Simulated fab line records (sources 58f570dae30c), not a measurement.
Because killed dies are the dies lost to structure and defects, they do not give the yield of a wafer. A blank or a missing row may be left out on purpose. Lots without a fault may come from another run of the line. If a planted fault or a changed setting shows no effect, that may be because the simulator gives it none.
fab line records    flow berkeleyCmos170    part 1 of 2: steps 1 to 24 of 33
record: lots: 5  wafers: 15  lastDay: 11
route steps=331 shown NSD@188 BACKSIDE@199 SDANNEAL@204 PSD@206 PLDD@208 NLDD@209 SILICIDE@210 CONTACT@216
lots that met no fault: from a run of the same line without faults
startH: the number of hours between the record's first day and the start of the first shown wafer of the lot    waitH: hours elapsed since this lot's preceding step    " identical to the entry in the row above    L1.1+2: several wafers, shown together as one row    - value missing, or start not given    * or withheld: withheld    < > ~ a bound
route shown NAME@n: NAME is a module with steps in the file, n the number in the route of the first one    usual: average and standard deviation across the fault-free wafers    same: alike in all rows    chamber/n: place in a boat    sites: each site's reading    _std_site: standard deviation of those values    _edge_site: mean of outer sites minus mean of inner sites    radiusMm: how far each site lies from the wafer's centre    mask NAME#n: copy n    behind: the most recent tool/chamber to have shaped the wafer    hold: why the lot was held/for how many hours/how that ended    device: the n, p or np transistor that did not switch    end of line: tests of these same wafers at the route's end    a step without rows: its recipe alone    killed: dies that structure and defects cost at the first sort, which is not the same as the wafer's yield    map: a wafer's dies, x killed, . not, _ none there
set.NAME: the run value of the setting; set.NAME@STEP: its run value at that earlier step    model.NAME: the simulator's own value behind a step, which no gauge read
lots seen at some steps along the route; tables by step, rows by wafer
services: the hour from which a tool's chamber was out of use, counted from the record's first day as startH (under 0 if before that day), plus the number of hours and why
== steps ==
step: UCB170_NSD_COAT_01
recipe: resist: KrF  spinRpm: 1500  resistThkNm: 900
usual: chillPlateTempC: 22.99/0.11
lot.wafer  tool           chamber  startH  waitH  chillPlateTempC
L074.4     lithoTrack-03  0        132.20  0.1    23.18
L074.5     "              0        "       "      23.05
L074.6     "              0        "       "      23.09
L081.2     lithoTrack-01  0        173.47  0.1    22.93
L081.3     "              0        "       "      23.09
L081.4     "              0        "       "      22.98
L088.1     lithoTrack-04  0        213.00  0.1    23.00
L088.3     "              0        "       "      22.99
L088.6     "              0        "       "      23.10
L089.1     lithoTrack-03  0        213.16  0.1    23.11
L089.3     "              0        "       "      23.01
L089.5     "              0        "       "      23.01
L094.1     lithoTrack-03  0        228.35  0.1    22.96
L094.5     "              0        "       "      22.89
L094.6     "              0        "       "      23.01
step: UCB170_NSD_SOFTBAKE_02
recipe: resist: KrF  tempC: 130  timeS: 60
usual: chillPlateTempC: 23.04/0.1
same: timeS: 60
lot.wafer  tool           chamber  startH  waitH  chillPlateTempC
L074.4     lithoTrack-03  0        132.35  0.1    23.19
L074.5     "              0        "       "      23.21
L074.6     "              0        "       "      23.15
L081.2     lithoTrack-01  0        173.62  0.1    23.15
L081.3     "              0        "       "      22.99
L081.4     "              0        "       "      23.08
L088.1     lithoTrack-04  0        213.15  0.1    23.12
L088.3     "              0        "       "      23.04
L088.6     "              0        "       "      23.16
L089.1     lithoTrack-03  0        213.31  0.1    23.09
L089.3     "              0        "       "      23.03
L089.5     "              0        "       "      23.10
L094.1     lithoTrack-03  0        228.50  0.1    23.10
L094.5     "              0        "       "      23.18
L094.6     "              0        "       "      23.03
step: UCB170_NSD_EXPOSE_03
recipe: maskId: NSELECT_MOD  na: 0.5  sigmaOuter: 0.6  sourceShape: conventional  targetCdNm: 1200  doseMj: 30
usual: focusOffsetNm: 0.0/0.47
lot.wafer  tool           chamber  startH  waitH  mask           focusOffsetNm
L074.4     krfScanner-01  0        132.48  0.1    NSELECT_MOD#0  0.0
L074.5     "              0        "       "      NSELECT_MOD#0  0.1
L074.6     "              0        "       "      NSELECT_MOD#0  0.3
L081.2     krfScanner-02  0        173.89  0.2    NSELECT_MOD#0  0.2
L081.3     "              0        "       "      NSELECT_MOD#0  0.0
L081.4     "              0        "       "      NSELECT_MOD#0  -0.4
L088.1     krfScanner-01  0        213.42  0.2    NSELECT_MOD#0  -0.2
L088.3     "              0        "       "      NSELECT_MOD#0  -0.3
L088.6     "              0        "       "      NSELECT_MOD#0  0.4
L089.1     krfScanner-02  0        213.66  0.3    NSELECT_MOD#0  -1.0
L089.3     "              0        "       "      NSELECT_MOD#0  -0.7
L089.5     "              0        "       "      NSELECT_MOD#0  0.0
L094.1     krfScanner-02  0        229.05  0.5    NSELECT_MOD#0  -0.1
L094.5     "              0        "       "      NSELECT_MOD#0  -0.2
L094.6     "              0        "       "      NSELECT_MOD#0  -0.7
step: UCB170_NSD_PEB_04
recipe: pebTempC: 130  pebTimeS: withheld  resist: KrF
usual: chillPlateTempC: 22.97/0.092
lot.wafer  tool           chamber  startH  waitH  chillPlateTempC
L074.4     lithoTrack-04  0        132.61  0.1    22.78
L074.5     "              0        "       "      22.96
L074.6     "              0        "       "      22.87
L081.2     lithoTrack-01  0        174.05  0.1    23.08
L081.3     "              0        "       "      23.09
L081.4     "              0        "       "      23.08
L088.1     lithoTrack-03  0        214.46  1.0    22.87
L088.3     "              0        "       "      22.94
L088.6     "              0        "       "      22.81
L089.1     lithoTrack-01  0        214.48  0.8    22.89
L089.3     "              0        "       "      22.88
L089.5     "              0        "       "      22.91
L094.1     lithoTrack-03  0        229.65  0.6    22.97
L094.5     "              0        "       "      23.02
L094.6     "              0        "       "      23.13
step: UCB170_NSD_DEVELOP_05
recipe: developer: TMAH  developTimeS: 45  resist: KrF  devTempC: 21
usual: chillPlateTempC: 23.01/0.1  developerTempC: 21.02/0.1
lot.wafer  tool           chamber  startH  waitH  chillPlateTempC  developerTempC
L074.4     lithoTrack-04  0        -       -      23.01            21.02
L074.5     "              0        "       "      23.09            20.94
L074.6     "              0        "       "      23.04            20.99
L081.2     lithoTrack-01  0        -       -      23.07            21.00
L081.3     "              0        "       "      22.87            20.90
L081.4     "              0        "       "      23.12            21.02
L088.1     lithoTrack-03  0        -       -      23.01            20.98
L088.3     "              0        "       "      22.95            21.14
L088.6     "              0        "       "      23.01            21.08
L089.1     lithoTrack-01  0        -       -      22.95            20.97
L089.3     "              0        "       "      23.13            21.02
L089.5     "              0        "       "      23.06            21.07
L094.1     lithoTrack-03  0        -       -      23.19            21.03
L094.5     "              0        "       "      23.01            20.95
L094.6     "              0        "       "      23.18            21.07
step: UCB170_NSD_CD_MEAS_06
recipe: targetCdNm: 1200
usual: cdNm: 1199.8/1.4
lot.wafer  tool      chamber  startH  waitH  cdNm
L074.4     cdSem-01  -        132.87  -      1200.1
L074.5     "         -        "       "      1202.1
L074.6     "         -        "       "      1200.8
L081.2     cdSem-01  -        174.32  -      1198.9
L081.3     "         -        "       "      1199.5
L081.4     "         -        "       "      1197.5
L088.1     cdSem-01  -        214.74  -      1200.6
L088.3     "         -        "       "      1200.6
L088.6     "         -        "       "      1201.2
L089.1     cdSem-02  -        214.75  -      1198.4
L089.3     "         -        "       "      1200.6
L089.5     "         -        "       "      1198.7
L094.1     cdSem-01  -        229.92  -      1200.4
L094.5     "         -        "       "      1200.3
L094.6     "         -        "       "      1200.0
step: UCB170_NSD_OVL_MEAS_07
usual: NSD_OVL: -3/5.4
lot.wafer  tool        chamber  startH  waitH  NSD_OVL[nm]
L074.4     overlay-02  -        132.95  0.1    -14
L074.5     "           -        "       "      -8
L074.6     "           -        "       "      -17
L081.2     overlay-01  -        174.42  0.1    -6
L081.3     "           -        "       "      -6
L081.4     "           -        "       "      -2
L088.1     overlay-02  -        214.86  0.1    -15
L088.3     "           -        "       "      -10
L088.6     "           -        "       "      -5
L089.1     overlay-01  -        214.87  0.1    2
L089.3     "           -        "       "      -4
L089.5     "           -        "       "      -4
L094.1     overlay-02  -        230.04  0.1    -3
L094.5     "           -        "       "      -5
L094.6     "           -        "       "      -1
step: UCB170_NSD_IMPLANT_08
recipe: species: P  doseCm2: 3e+15  energyKev: 40  tiltDeg: 7
usual: doseIonsCm2: 3e+15/3.5e+12  endStationPressureTorr: 1.25e-05/6e-07  faradayCurrentUA: 9263/200
same: implantIonAmu: 31
lot.wafer  tool          chamber  startH  waitH  doseIonsCm2  endStationPressureTorr  faradayCurrentUA
L074.4     implanter-04  0        133.04  0.1    3.002e+15    1.17e-05                9297
L074.5     "             0        "       "      2.999e+15    1.19e-05                9456
L074.6     "             0        "       "      2.999e+15    1.16e-05                8993
L081.2     implanter-02  0        174.48  0.0    3e+15        1.21e-05                9144
L081.3     "             0        "       "      2.997e+15    1.29e-05                9253
L081.4     "             0        "       "      2.997e+15    1.26e-05                9301
L088.1     implanter-01  0        214.90  0.0    2.997e+15    1.31e-05                9316
L088.3     "             0        "       "      3e+15        1.3e-05                 9620
L088.6     "             0        "       "      2.999e+15    1.3e-05                 9374
L089.1     implanter-04  0        214.91  0.0    2.999e+15    1.25e-05                9285
L089.3     "             0        "       "      2.999e+15    1.2e-05                 9500
L089.5     "             0        "       "      3e+15        1.27e-05                8817
L094.1     implanter-02  0        230.08  0.0    2.998e+15    1.17e-05                9223
L094.5     "             0        "       "      3e+15        1.24e-05                9053
L094.6     "             0        "       "      2.999e+15    1.23e-05                9148
step: UCB170_NSD_STRIP_09
recipe: chemistry: O2  powerW: 400  pressureMtorr: 3500  platenTempC: withheld  o2FlowSccm: 400  overashFraction: 0.5
usual: drypumpMotorCurrentA: 5.6/0.36  oesProductAu: 0.534/0.0045  stripTimeToEndpointS: 35.84/0.073
lot.wafer  tool            chamber  startH  waitH  drypumpMotorCurrentA  oesProductAu  rfHoursCounterH  stripTimeToEndpointS
L074.4     plasmaAsher-03  0        133.15  0.1    6.1                   0.538         -                35.88
L074.5     "               1        "       "      5.7                   0.534         -                36.01
L074.6     "               0        "       "      6.2                   0.535         -                35.92
L081.2     plasmaAsher-02  0        174.60  0.1    5.3                   0.537         47               35.78
L081.3     "               1        "       "      5.2                   0.527         -                35.75
L081.4     "               0        "       "      5.3                   0.532         -                35.84
L088.1     plasmaAsher-02  1        215.05  0.1    5.2                   0.537         51               35.86
L088.3     "               0        "       "      5.3                   0.538         -                35.85
L088.6     "               0        "       "      5.3                   0.536         -                35.89
L089.1     plasmaAsher-04  1        215.06  0.1    5.9                   0.541         53               35.79
L089.3     "               1        "       "      5.9                   0.534         -                35.84
L089.5     "               1        "       "      5.8                   0.529         -                35.85
L094.1     plasmaAsher-03  0        230.23  0.1    6.1                   0.532         45               35.81
L094.5     "               0        "       "      6.1                   0.528         -                35.77
L094.6     "               1        "       "      5.7                   0.530         -                35.70
step: UCB170_NSD_TW_MEAS_10
usual: NSD_TW: 4217/34
lot.wafer  tool          chamber  startH  waitH  NSD_TW
L074.4     filmMetro-04  -        133.25  0.1    4176
L074.5     "             -        "       "      4169
L074.6     "             -        "       "      4166
L081.2     filmMetro-03  -        174.71  0.1    4234
L081.3     "             -        "       "      4230
L081.4     "             -        "       "      4243
L088.1     filmMetro-03  -        215.15  0.1    4249
L088.3     "             -        "       "      4270
L088.6     "             -        "       "      4254
L089.1     filmMetro-01  -        215.16  0.1    4227
L089.3     "             -        "       "      4236
L089.5     "             -        "       "      4222
L094.1     filmMetro-01  -        230.33  0.1    4207
L094.5     "             -        "       "      4201
L094.6     "             -        "       "      4235
step: UCB170_NSD_CLEAN_11
recipe: chemistry: SPM  tempC: 120  timeS: 600
usual: bathGuardTempC: 119.8/0.62
same: timeS: 600
lot.wafer  tool         chamber  startH  waitH  bathGuardTempC
L074.4     wetBench-04  0        133.32  0.1    120.5
L074.5     "            0        "       "      120.4
L074.6     "            0        "       "      120.7
L081.2     wetBench-03  0        175.04  0.3    120.5
L081.3     "            0        "       "      120.6
L081.4     "            0        "       "      120.9
L088.1     wetBench-03  3        215.21  0.1    119.3
L088.3     "            3        "       "      119.8
L088.6     "            3        "       "      119.3
L089.1     wetBench-04  3        215.22  0.1    119.2
L089.3     "            3        "       "      119.2
L089.5     "            3        "       "      119.2
L094.1     wetBench-04  1        231.50  1.2    120.1
L094.5     "            1        "       "      119.7
L094.6     "            1        "       "      119.8
step: UCB170_BACKSIDE_HMDS_00
recipe: primeTimeS: 60  primeTempC: 100
usual: chillPlateTempC: 23.01/0.11
lot.wafer  tool           chamber  startH  waitH  chillPlateTempC
L074.4     lithoTrack-04  0        133.99  0.5    23.15
L074.5     "              0        "       "      23.31
L074.6     "              0        "       "      23.12
L081.2     lithoTrack-02  0        175.24  0.0    23.11
L081.3     "              0        "       "      23.22
L081.4     "              0        "       "      23.11
L088.1     lithoTrack-03  0        215.74  0.4    22.82
L088.3     "              0        "       "      22.82
L088.6     "              0        "       "      22.84
L089.1     lithoTrack-04  0        215.75  0.4    22.89
L089.3     "              0        "       "      22.94
L089.5     "              0        "       "      23.01
L094.1     lithoTrack-04  0        231.69  0.0    22.98
L094.5     "              0        "       "      23.06
L094.6     "              0        "       "      23.01
step: UCB170_BACKSIDE_COAT_01
recipe: resist: KrF  spinRpm: 1500  resistThkNm: 900
usual: chillPlateTempC: 23.02/0.11
lot.wafer  tool           chamber  startH  waitH  chillPlateTempC
L074.4     lithoTrack-04  0        134.14  0.1    22.91
L074.5     "              0        "       "      23.04
L074.6     "              0        "       "      23.00
L081.2     lithoTrack-02  0        175.39  0.1    23.02
L081.3     "              0        "       "      23.02
L081.4     "              0        "       "      22.97
L088.1     lithoTrack-03  0        215.89  0.1    23.09
L088.3     "              0        "       "      22.91
L088.6     "              0        "       "      23.01
L089.1     lithoTrack-04  0        215.90  0.1    23.03
L089.3     "              0        "       "      23.12
L089.5     "              0        "       "      22.92
L094.1     lithoTrack-04  0        231.84  0.1    22.98
L094.5     "              0        "       "      23.01
L094.6     "              0        "       "      23.21
step: UCB170_BACKSIDE_SOFTBAKE_02
recipe: resist: KrF  tempC: 130  timeS: 60
usual: chillPlateTempC: 23.00/0.095
same: timeS: 60
lot.wafer  tool           chamber  startH  waitH  chillPlateTempC
L074.4     lithoTrack-04  0        134.29  0.1    22.83
L074.5     "              0        "       "      22.91
L074.6     "              0        "       "      22.80
L081.2     lithoTrack-02  0        175.54  0.1    22.98
L081.3     "              0        "       "      22.95
L081.4     "              0        "       "      22.98
L088.1     lithoTrack-03  0        216.04  0.1    22.94
L088.3     "              0        "       "      22.99
L088.6     "              0        "       "      22.98
L089.1     lithoTrack-04  0        216.05  0.1    23.00
L089.3     "              0        "       "      23.08
L089.5     "              0        "       "      22.95
L094.1     lithoTrack-04  0        231.99  0.1    22.98
L094.5     "              0        "       "      22.84
L094.6     "              0        "       "      22.93
step: UCB170_BACKSIDE_STRIP_03
recipe: chemistry: O2  powerW: 400  pressureMtorr: 3500  platenTempC: withheld  o2FlowSccm: 400  overashFraction: 0.5
usual: drypumpMotorCurrentA: 5.7/0.31  oesProductAu: 0.735/0.0048  stripTimeToEndpointS: 21.98/0.058
lot.wafer  tool            chamber  startH  waitH  drypumpMotorCurrentA  oesProductAu  rfHoursCounterH  stripTimeToEndpointS
L074.4     plasmaAsher-02  0        134.40  0.1    5.3                   0.735         -                22.03
L074.5     "               0        "       "      5.3                   0.737         -                22.01
L074.6     "               1        "       "      5.3                   0.741         -                21.97
L081.2     plasmaAsher-02  1        175.67  0.1    5.3                   0.739         47               22.01
L081.3     "               0        "       "      5.3                   0.733         -                21.94
L081.4     "               1        "       "      5.3                   0.741         -                21.93
L088.1     plasmaAsher-02  0        216.19  0.1    5.3                   0.744         51               22.00
L088.3     "               1        "       "      5.2                   0.741         -                22.03
L088.6     "               1        "       "      5.2                   0.740         -                21.98
L089.1     plasmaAsher-04  0        216.20  0.1    6.1                   0.733         53               22.04
L089.3     "               1        "       "      5.8                   0.731         -                22.09
L089.5     "               0        "       "      6.1                   0.736         -                21.99
L094.1     plasmaAsher-04  1        232.14  0.1    5.8                   0.729         55               21.97
L094.5     "               0        "       "      6.0                   0.724         -                22.09
L094.6     "               1        "       "      5.8                   0.734         -                22.03
step: UCB170_BACKSIDE_CLEAN_04
recipe: chemistry: SPM  tempC: 120  timeS: 600
usual: bathGuardTempC: 119.9/0.59
same: timeS: 600
lot.wafer  tool         chamber  startH  waitH  bathGuardTempC
L074.4     wetBench-04  0        134.50  0.1    120.3
L074.5     "            0        "       "      120.4
L074.6     "            0        "       "      120.4
L081.2     wetBench-03  1        175.77  0.1    118.5
L081.3     "            1        "       "      118.7
L081.4     "            1        "       "      118.3
L088.1     wetBench-04  2        216.29  0.1    120.4
L088.3     "            2        "       "      120.1
L088.6     "            2        "       "      119.8
L089.1     wetBench-03  0        216.37  0.1    120.7
L089.3     "            0        "       "      120.7
L089.5     "            0        "       "      120.4
L094.1     wetBench-04  1        232.26  0.1    119.9
L094.5     "            1        "       "      119.6
L094.6     "            1        "       "      120.3
step: UCB170_SDANNEAL_RTA_00
recipe: tempC: 900  timeS: 10  ambient: N2
usual: lampPowerPct: 23.8/1.1  wafer_temp_C_max: 903.5/0.9
same: timeS: 10
lot.wafer  tool          chamber  startH  waitH  lampPowerPct  wafer_temp_C_max
L074.4     rtpAnneal-01  0        134.71  0.0    22.7          902.6
L074.5     "             0        "       "      22.7          903.1
L074.6     "             0        "       "      22.8          904.1
L081.2     rtpAnneal-01  0        175.95  0.0    22.8          903.1
L081.3     "             0        "       "      22.7          903.5
L081.4     "             0        "       "      22.8          903.3
L088.1     rtpAnneal-01  0        216.46  0.0    22.7          901.5
L088.3     "             0        "       "      22.8          902.9
L088.6     "             0        "       "      22.8          903.3
L089.1     rtpAnneal-02  0        216.55  0.0    25.1          904.5
L089.3     "             0        "       "      25.0          905.1
L089.5     "             0        "       "      25.0          903.8
L094.1     rtpAnneal-02  0        232.56  0.1    25.1          903.4
L094.5     "             0        "       "      25.1          905.4
L094.6     "             0        "       "      25.1          903.4
step: UCB170_SDANNEAL_RTA_01
recipe: tempC: 1050  timeS: 5  ambient: N2
usual: lampPowerPct: 36.7/1.8  wafer_temp_C_max: 1054.1/1.1
same: timeS: 5
lot.wafer  tool          chamber  startH  waitH  lampPowerPct  wafer_temp_C_max
L074.4     rtpAnneal-01  0        134.77  0.1    35.1          1053.1
L074.5     "             0        "       "      35.1          1053.9
L074.6     "             0        "       "      35.2          1052.5
L081.2     rtpAnneal-01  0        176.02  0.1    35.1          1054.1
L081.3     "             0        "       "      35.1          1052.9
L081.4     "             0        "       "      35.2          1053.5
L088.1     rtpAnneal-01  0        216.53  0.1    35.1          1052.1
L088.3     "             0        "       "      35.1          1051.2
L088.6     "             0        "       "      35.1          1054.0
L089.1     rtpAnneal-02  0        216.61  0.1    38.6          1056.5
L089.3     "             0        "       "      38.6          1053.9
L089.5     "             0        "       "      38.7          1055.1
L094.1     rtpAnneal-02  0        232.62  0.1    38.7          1053.7
L094.5     "             0        "       "      38.7          1053.4
L094.6     "             0        "       "      38.6          1054.0
step: UCB170_SDANNEAL_RS_MEAS_02
recipe: thkMeasGauge: four-point-probe
usual: PSD_RS: 75.60/0.28
lot.wafer  tool          chamber  startH  waitH  PSD_RS[ohm/sq]
L074.4     filmMetro-04  -        134.86  0.1    75.40
L074.5     "             -        "       "      75.35
L074.6     "             -        "       "      75.56
L081.2     filmMetro-04  -        176.09  0.1    75.92
L081.3     "             -        "       "      76.25
L081.4     "             -        "       "      75.87
L088.1     filmMetro-03  -        216.59  0.0    75.60
L088.3     "             -        "       "      75.18
L088.6     "             -        "       "      75.35
L089.1     filmMetro-01  -        216.67  0.0    75.33
L089.3     "             -        "       "      75.52
L089.5     "             -        "       "      75.74
L094.1     filmMetro-01  -        232.68  0.0    75.02
L094.5     "             -        "       "      75.15
L094.6     "             -        "       "      75.15
step: UCB170_SDANNEAL_RS_MEAS_03
recipe: thkMeasGauge: four-point-probe
usual: NSD_RS: 37.31/0.11
lot.wafer  tool          chamber  startH  waitH  NSD_RS[ohm/sq]
L074.4     filmMetro-04  -        134.98  0.1    37.23
L074.5     "             -        "       "      37.09
L074.6     "             -        "       "      37.16
L081.2     filmMetro-04  -        176.21  0.1    37.52
L081.3     "             -        "       "      37.47
L081.4     "             -        "       "      37.52
L088.1     filmMetro-03  -        216.71  0.1    37.25
L088.3     "             -        "       "      37.32
L088.6     "             -        "       "      37.15
L089.1     filmMetro-01  -        216.79  0.1    37.21
L089.3     "             -        "       "      37.16
L089.5     "             -        "       "      37.16
L094.1     filmMetro-01  -        232.80  0.1    37.22
L094.5     "             -        "       "      37.21
L094.6     "             -        "       "      37.28
step: UCB170_SDANNEAL_RS_MEAS_04
recipe: thkMeasGauge: four-point-probe
usual: PLDD_RS: 1031.7/2.8
lot.wafer  tool          chamber  startH  waitH  PLDD_RS[ohm/sq]
L074.4     filmMetro-04  -        135.10  0.1    1029.4
L074.5     "             -        "       "      1030.8
L074.6     "             -        "       "      1029.0
L081.2     filmMetro-04  -        176.33  0.1    1030.0
L081.3     "             -        "       "      1028.2
L081.4     "             -        "       "      1026.2
L088.1     filmMetro-03  -        216.83  0.1    1029.2
L088.3     "             -        "       "      1030.1
L088.6     "             -        "       "      1031.1
L089.1     filmMetro-01  -        216.91  0.1    1029.9
L089.3     "             -        "       "      1031.5
L089.5     "             -        "       "      1035.2
L094.1     filmMetro-01  -        232.92  0.1    1029.3
L094.5     "             -        "       "      1032.5
L094.6     "             -        "       "      1029.7
step: UCB170_SDANNEAL_RS_MEAS_05
recipe: thkMeasGauge: four-point-probe
usual: NLDD_RS: 617.1/1.2
lot.wafer  tool          chamber  startH  waitH  NLDD_RS[ohm/sq]
L074.4     filmMetro-04  -        135.22  0.1    617.3
L074.5     "             -        "       "      617.7
L074.6     "             -        "       "      618.3
L081.2     filmMetro-04  -        176.45  0.1    615.6
L081.3     "             -        "       "      616.0
L081.4     "             -        "       "      616.2
L088.1     filmMetro-03  -        216.95  0.1    615.0
L088.3     "             -        "       "      615.7
L088.6     "             -        "       "      615.4
L089.1     filmMetro-01  -        217.03  0.1    614.7
L089.3     "             -        "       "      617.3
L089.5     "             -        "       "      616.6
L094.1     filmMetro-01  -        233.04  0.1    617.5
L094.5     "             -        "       "      616.3
L094.6     "             -        "       "      618.0
step: UCB170_SILICIDE_PRE_CLEAN_00
recipe: gas: Ar  precleanEtchTimeS: 60
lot.wafer   tool           chamber  startH  waitH
L074.4+5+6  pvdSputter-03  -        135.28  0.0
L081.2+3+4  pvdSputter-01  -        176.55  0.1
L088.1+3+6  pvdSputter-03  -        217.07  0.1
L089.1+3+5  pvdSputter-04  -        217.15  0.1
L094.1+5+6  pvdSputter-03  -        233.16  0.1
step: UCB170_SILICIDE_SPUTTER_01
recipe: material: Ti  targetThkNm: 30  timeS: 25  powerW: 1500  chamberPressurePa: 0.5
usual: cathodeDcPowerW: 1500.0/0.3  throttleValvePct: 29.9/0.96
same: timeS: 25
lot.wafer  tool           chamber  startH  waitH  cathodeDcPowerW  throttleValvePct
L074.4     pvdSputter-03  -        135.34  0.0    1500.0           30.3
L074.5     "              -        "       "      1500.1           28.2
L074.6     "              -        "       "      1499.6           30.5
L081.2     pvdSputter-01  -        176.61  0.0    1500.4           30.3
L081.3     "              -        "       "      1500.1           29.7
L081.4     "              -        "       "      1499.9           29.2
L088.1     pvdSputter-03  -        217.14  0.0    1500.1           31.2
L088.3     "              -        "       "      1499.9           28.2
L088.6     "              -        "       "      1500.5           28.3
L089.1     pvdSputter-04  -        217.22  0.0    1499.9           28.5
L089.3     "              -        "       "      1499.8           30.1
L089.5     "              -        "       "      1499.9           30.1
L094.1     pvdSputter-03  -        233.23  0.0    1499.7           31.5
L094.5     "              -        "       "      1499.9           31.6
L094.6     "              -        "       "      1499.8           29.9
